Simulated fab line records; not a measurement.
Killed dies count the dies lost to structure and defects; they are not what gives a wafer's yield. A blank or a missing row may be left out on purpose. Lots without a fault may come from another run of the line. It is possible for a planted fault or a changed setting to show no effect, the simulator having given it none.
A lot that was struck, set against a sound lot + flow rit cmos + 22 steps out of a route of 202
Sound: these wafers, L812.1, L812.3, L812.4. Wafers struck: L822.1, L822.5, L822.6. The cause is named last.
Each step with rows lists, per side, the tool, then ch with its chambers, then its first start. Under that, the readings that differ: sound wafers + struck wafers + difference of the means + sigmas: that difference in standard deviations of wafers without a fault.
alike: readings whose means differ by less than 2 such deviations, and words and numbers that are the same on both sides. not compared: withheld readings, readings that some wafer has no value for, bounds like >300 that may hide the same value, and numbers for which the record gives no deviation and whose values overlap.
Wherever a step has rows on one side only, a row that says differs or no value, or a row with sigmas, the two part there. When numbers do not overlap yet have no deviation, they are printed without sigmas and do not part them. Lack of a reading on every wafer of one side parts them only where that side has two or more wafers.

first, 2 steps without rows for these wafers: RIT_NSD_HARDBAKE_07 (time 60 s); RIT_NSD_IMPLANT_08.
RIT_NSD_STRIP_09: strips in O2, time 180 s.
  sound on plasma asher-02 ch 0,1, day 3 16:35; struck on plasma asher-02 ch 0,1, day 5 16:49
  alike: drypump motor current A
  not compared: rf hours counter h
RIT_NSD_TW_MEAS_10:
  sound: film metro-04 at day 3 16:46; struck: film metro-01 at day 5 16:59
| reading | sound          | struck         | difference | sigmas |
|---------|----------------|----------------|------------|--------|
| NSD_TW  | 3109 3097 3113 | 3039 3030 3034 | -72        | -2     |
then, 6 steps without rows for these wafers: RIT_PSD_HMDS_00 (prime time 60 s); RIT_PSD_COAT_01 (resist thk 1000 nm); RIT_PSD_SOFTBAKE_02 (time 60 s); RIT_PSD_EXPOSE_03 (exposes mask M10, target cd 40900 nm); RIT_PSD_PEB_04; RIT_PSD_DEVELOP_05 (develop time 50 s).
RIT_PSD_OVL_MEAS_06:
  sound: overlay-01 at day 3 17:40; struck: overlay-02 at day 5 17:53
  alike: PSD_OVL
then, 1 step without rows for these wafers: RIT_PSD_HARDBAKE_07 (time 60 s).
RIT_PSD_IMPLANT_08:
  sound on implanter-01 ch 0, day 3 17:51; struck on implanter-02 ch 0, day 5 18:05
| reading                          | sound                         | struck                        | difference | sigmas      |
|----------------------------------|-------------------------------|-------------------------------|------------|-------------|
| beam on s (s)                    | 12.79 12.54 12.34             | 24.19 23.19 25.03             | +11.58     | +40         |
| dose ions cm2                    | 4.996e+15 4.992e+15 4.994e+15 | 9.505e+15 9.508e+15 9.501e+15 | +4.511e+15 | +99 or more |
| end station pressure torr (Torr) | 1.43e-05 1.42e-05 1.5e-05     | 1.23e-05 1.32e-05 1.24e-05    | -1.87e-06  | -3          |
RIT_PSD_STRIP_09: strips in O2, time 180 s.
  sound on plasma asher-03 ch 0,1, day 3 18:00; struck on plasma asher-03 ch 0,1, day 5 18:14
  alike: drypump motor current A
  not compared: rf hours counter h
RIT_PSD_TW_MEAS_10:
  sound: film metro-04 at day 3 18:11; struck: film metro-03 at day 5 18:24
| reading | sound          | struck         | difference | sigmas |
|---------|----------------|----------------|------------|--------|
| PSD_TW  | 3422 3410 3408 | 3519 3501 3500 | +93        | +3     |
then, 3 steps without rows for these wafers: RIT_SDANNEAL_CLEAN_00 (cleans in SC1, time 600 s); RIT_SDANNEAL_CLEAN_01 (cleans in dHF, time 30 s); RIT_SDANNEAL_CLEAN_02 (cleans in SC2, time 600 s).
RIT_SDANNEAL_RTA_03: time 5 s.
  sound on rtp anneal-01 ch 0, day 3 18:37; struck on rtp anneal-01 ch 0, day 5 18:52
  alike: chamber o2 ppm, wafer_temp_C_max
RIT_SDANNEAL_RS_MEAS_04: a four-point-probe measurement.
  sound: film metro-03 at day 3 18:40; struck: film metro-04 at day 5 18:55
| reading         | sound                | struck               | difference | sigmas |
|-----------------|----------------------|----------------------|------------|--------|
| PSD_RS (ohm/sq) | 116.18 115.84 115.85 | 107.88 108.16 108.18 | -7.88      | -28    |
RIT_SDANNEAL_RS_MEAS_05: a four-point-probe measurement.
  sound: film metro-03 at day 3 18:47; struck: film metro-04 at day 5 19:02
  alike: NSD_RS
RIT_M1_PROBE_99:
  sound: prober-01 at day 4 03:04; struck: prober-01 at day 6 02:37
  alike: killed at contacts, killed at front end, killed dies, killed open, killed short

== WHERE THEY PART ==
At RIT_NSD_TW_MEAS_10 first; at RIT_SDANNEAL_RS_MEAS_04 last (within this record only). Later steps at which nothing parts them and some readings are alike: RIT_SDANNEAL_RS_MEAS_05, RIT_M1_PROBE_99.

WHY: whatever the simulator had introduced
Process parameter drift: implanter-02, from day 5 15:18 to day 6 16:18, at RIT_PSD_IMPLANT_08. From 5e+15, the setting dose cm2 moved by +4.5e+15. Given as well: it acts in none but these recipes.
